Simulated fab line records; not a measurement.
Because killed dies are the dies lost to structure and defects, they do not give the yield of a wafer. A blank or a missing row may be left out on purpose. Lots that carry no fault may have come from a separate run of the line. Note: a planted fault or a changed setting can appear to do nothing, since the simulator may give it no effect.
Split-lot trial ; flow berkeley-cmos170 ; 23 wafers read across 5 lots, on a route 331 steps long

ABOUT THE SPLIT
At UCB170_PWELL_IMPLANT_15, the setting energy-kev was moved away from the recipe's 60 on 11 of the 23 wafers read, by -5.4% to +1.9%. The other wafers ran this setting at the recipe's value.

The reading comes from the split's own step.

THE READING
The simulator's own value implant.drp-nm, read by no gauge, in nm at UCB170_PWELL_IMPLANT_15. No usual value for it is given in the file.

wafer;tool, chamber at the split;energy-kev as run;against the recipe;implant.drp-nm, nm;against lot-mates on the recipe
L074.1;implanter-01, 0;60;recipe;64.7;-
L074.2;implanter-01, 0;60;recipe;64.7;-
L074.5;implanter-01, 0;60;recipe;64.7;-
L080.2;implanter-04, 0;57.2;-4.7%;63.07;-1.63
L080.3;implanter-04, 0;57.2;-4.7%;63.07;-1.63
L080.6;implanter-04, 0;57.2;-4.7%;63.07;-1.63
L080.4;implanter-04, 0;60;recipe;64.7;-
L080.5;implanter-04, 0;60;recipe;64.7;-
L078.1;implanter-01, 0;56.78;-5.4%;62.82;-1.88
L078.5;implanter-01, 0;56.78;-5.4%;62.82;-1.88
L078.3;implanter-01, 0;60;recipe;64.7;-
L078.4;implanter-01, 0;60;recipe;64.7;-
L078.6;implanter-01, 0;60;recipe;64.7;-
L081.1;implanter-01, 0;61.16;+1.9%;65.36;+0.66
L081.3;implanter-01, 0;61.16;+1.9%;65.36;+0.66
L081.6;implanter-01, 0;61.16;+1.9%;65.36;+0.66
L081.2;implanter-01, 0;60;recipe;64.7;-
L081.5;implanter-01, 0;60;recipe;64.7;-
L084.2;implanter-04, 0;58.63;-2.3%;63.91;-0.79
L084.3;implanter-04, 0;58.63;-2.3%;63.91;-0.79
L084.5;implanter-04, 0;58.63;-2.3%;63.91;-0.79
L084.4;implanter-04, 0;60;recipe;64.7;-
L084.6;implanter-04, 0;60;recipe;64.7;-

THE FIT
A straight line over all 23 wafers: implant.drp-nm changes by +0.348 nm for each +1% of energy-kev; r = +1.00; the points scatter about the line by 0.006 nm.
The same after taking each lot's own level away (the mean of its wafers on the recipe; 23 wafers): +0.348 nm for each +1%; r = +1.00; scatter 0.006 nm.
On that fit, the largest move of energy-kev shifts the reading by 1.9 nm.
The lots' own levels span 64.700 to 64.700 nm.
The two slopes are in agreement: the lot-to-lot level therefore moves the slope only a little.
Check: -1.87 nm against its lot-mates is what the line predicts for one of the wafers moved furthest among these (-5.4%) when that wafer is left out of the fit. It came out at -1.88 nm against them.

THE OTHER SPLITS THESE WAFERS WENT THROUGH
Other splits were also applied to these wafers ahead of the reading. Each is held against what the fit with the lots' levels taken away leaves over:
other split on the same wafers;wafers away from the commonest value;r with implant.drp-nm (lot level and that fit taken away)
UCB170_START_OXIDATION_02 temp-c;5;-0.16
UCB170_NWELL_ETCH_13 time-s;8;+0.18
UCB170_PWELL_OXIDATION_02 temp-c;15;-0.40

THE WHOLE CHAIN: every reading that the file lists as answering this split, in the file's order
step;what it does;reading;change (the file's fit);r (the file's)
UCB170_PWELL_IMPLANT_15;;implant.rp-nm (the simulator's own value, which no gauge read);+1.77 nm for each +1% of the setting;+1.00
UCB170_PWELL_IMPLANT_15;;implant.drp-nm (the simulator's own value, which no gauge read);+0.349 nm for each +1% of the setting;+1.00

FILE'S OWN FIT
implant.drp-nm changes by +0.349 nm for each +1% of energy-kev, r = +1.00.
